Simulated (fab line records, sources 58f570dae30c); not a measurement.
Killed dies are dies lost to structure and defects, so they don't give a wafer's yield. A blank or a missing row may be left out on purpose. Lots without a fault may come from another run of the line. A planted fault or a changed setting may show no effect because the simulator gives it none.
A struck lot beside a sound one | flow berkeley_cmos170 | 14 steps out of a route of 331
Sound: wafers L169.2, L169.3, L169.4. Struck: wafers L161.2, L161.4, L161.6. The cause comes at the end.
At each step with rows: each side's tool, then ch and its chambers, then its first start. Under that, the readings that differ: sound wafers | struck wafers | difference of the means | sigmas: that difference in standard deviations of wafers without a fault.
alike: readings whose means differ by less than 2 such deviations, and words and numbers that are the same on both sides. not compared: withheld readings, readings that some wafer has no value for, bounds like >300 that may hide the same value, and numbers for which the record gives no deviation and whose values overlap.
The two part at a step that has a row with sigmas, a row that says differs or no value, or rows on one side only. Numbers that don't overlap but have no deviation are shown without sigmas and don't part them. A reading that every wafer of one side lacks parts them only if that side has two wafers or more.

UCB170_M2_SPUTTER_01: material Al, target thk 900 nm, time 120 s.
  sound on pvd_sputter-04, day 11 10:58; struck on pvd_sputter-02, day 9 21:03
  alike: cathode_dc_power_W, chamber_pressure_pa, throttle_valve_pct
UCB170_M2_RS_MEAS_02: measures by four-point-probe.
  sound on film_metro-03, day 11 11:05; struck on film_metro-04, day 9 21:10
  alike: M2_AL_RS
UCB170_M2_THK_MEAS_03: measures by xrf.
  sound on film_metro-03, day 11 11:11; struck on film_metro-04, day 9 21:16
  alike: M2_AL_THK
then, 3 steps without rows for these wafers: UCB170_M2_HMDS_04 (prime time 60 s); UCB170_M2_COAT_05 (resist thk 900 nm); UCB170_M2_SOFTBAKE_06 (time 60 s).
UCB170_M2_STRIP_07: strips in O2.
  sound on plasma_asher-01 ch 0,1, day 11 11:41; struck on plasma_asher-04 ch 0,1, day 9 21:47
  alike: chamber_pressure_mTorr, drypump_motor_current_A, oes_product_au, strip_time_to_endpoint_s
  not compared: rf_hours_counter_h
then, 5 steps without rows for these wafers: UCB170_M2_STRIP_08 (strips KrF in DMSO, time 600 s); UCB170_M2_COAT_09; UCB170_M2_COAT_10 (resist thk 900 nm); UCB170_M2_SOFTBAKE_11 (time 57.23 s); UCB170_M2_EXPOSE_12 (exposes mask METAL2, target cd 700 nm).
UCB170_M2_PEB_13:
  sound on litho_track-04 ch 0, day 11 12:53; struck on litho_track-02, day 10 01:17
  no value came back on the struck wafers for chill_plate_temp_C (C), exhaust_pa (Pa), resist_line_temp_C (C); on the sound wafers chill_plate_temp_C (C) reads 23.08 22.98 22.86
then, 1 step without rows for these wafers: UCB170_M2_DEVELOP_14 (develop time 45 s).

WHERE THEY PART
Only at UCB170_M2_PEB_13, within this record.

WHY: what the simulator had put in
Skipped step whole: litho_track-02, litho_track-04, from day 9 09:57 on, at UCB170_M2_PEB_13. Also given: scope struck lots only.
